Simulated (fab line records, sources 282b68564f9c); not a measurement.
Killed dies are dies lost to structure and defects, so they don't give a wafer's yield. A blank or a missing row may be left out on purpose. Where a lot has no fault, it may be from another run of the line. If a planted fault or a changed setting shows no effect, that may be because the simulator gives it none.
Problem report in the 8D (eight disciplines) form, filled by code || flow rit-cmos || the parts of the form that need people (team, actions taken, sign-off) are left out

== 1. WHAT IS WRONG ==
NRETRO_OVL at RIT_NRETRO_OVL_MEAS_06 reads a mean of -181.5 nm on 9 wafers of 3 lots; wafers without a fault read -0.1 nm with a standard deviation of 2. That is -91 standard deviations from the usual mean.
Earliest sighting: wafer L501.1 on overlay-01 at day 4 13:14. At this step, 45 wafers from 15 lots have a number in the record. Rule for "out" (also "out of limits"): further than 4 standard deviations from the usual mean. Any other wafer with a number is counted as sound.

== 2. WHAT IT IS; WHAT IT IS NOT ==
{"question": "which readings at this step", "is": "NRETRO_OVL", "is not": "-"}
{"question": "which lots", "is": "L501, L505, L506", "is not": "L490, L492, L493, L494, L496, L497, L498, L500, L502, L503, L508, L509"}
{"question": "which wafers of those lots", "is": "all that have a number", "is not": "-"}
{"question": "read on which gauges", "is": "overlay-01, overlay-02", "is not": "-"}
{"question": "when", "is": "from day 4 13:14", "is not": "up to then (24 sound wafers); but 12 sound wafers of L502, L503, L508, L509 came after"}

== 3. THE SUSPECTS, EACH WITH WHAT RULES IT OUT ==
Counting: a tool at a process step up to the reading stays a suspect if it ran every lot that is out and no sound lot after the first of them.
- the gauge at RIT_NRETRO_OVL_MEAS_06 has been ruled out. Those wafers that are out were read across 2 gauges (overlay-01, overlay-02).
- iline-stepper-02 at RIT_NRETRO_EXPOSE_03 (exposes mask M4, target cd 43900 nm): kept. It ran every lot that is out, first L501 (day 4 12:49), and no sound lot after that; its last sound lot up to then is L498 (day 3 22:13).
After counting, what remains is iline-stepper-02 at RIT_NRETRO_EXPOSE_03.

== 4. THE CAUSE (what the simulator had put in) ==
Scanner matching overlay: iline-stepper-02, from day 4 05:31 on, at RIT_NRETRO_EXPOSE_03. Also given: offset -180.
This tool alone remained once counting was done.

== 5. THE EFFECT CHAIN, in route order ==
Rows list readings where the struck wafers' mean (over those with a number) sits beyond 3 standard deviations from the usual. Scope: only readings with a usual standard deviation given in the record; hours: median across lots of the time from each lot's start at the first step in this table that gives one to its start at this step; sigmas: change in usual standard deviations.
{"hours": 0, "step": "RIT_NRETRO_OVL_MEAS_06", "reading": "NRETRO_OVL", "usual": "-0.1 nm", "on struck wafers": -181.5, "change": -181.4, "sigmas": -91}

== 6. HOW IT WOULD HAVE BEEN CAUGHT EARLIER ==
Counted from the fault's start at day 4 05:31, it took 8 hours until the first out-of-limits reading at a measuring or inspecting step in this record, taken at day 4 13:14.
Of the lots that are out (3), L505, L506 began RIT_NRETRO_EXPOSE_03 on iline-stepper-02 after day 4 13:14. A hold on the tool at that time would have spared those 2.
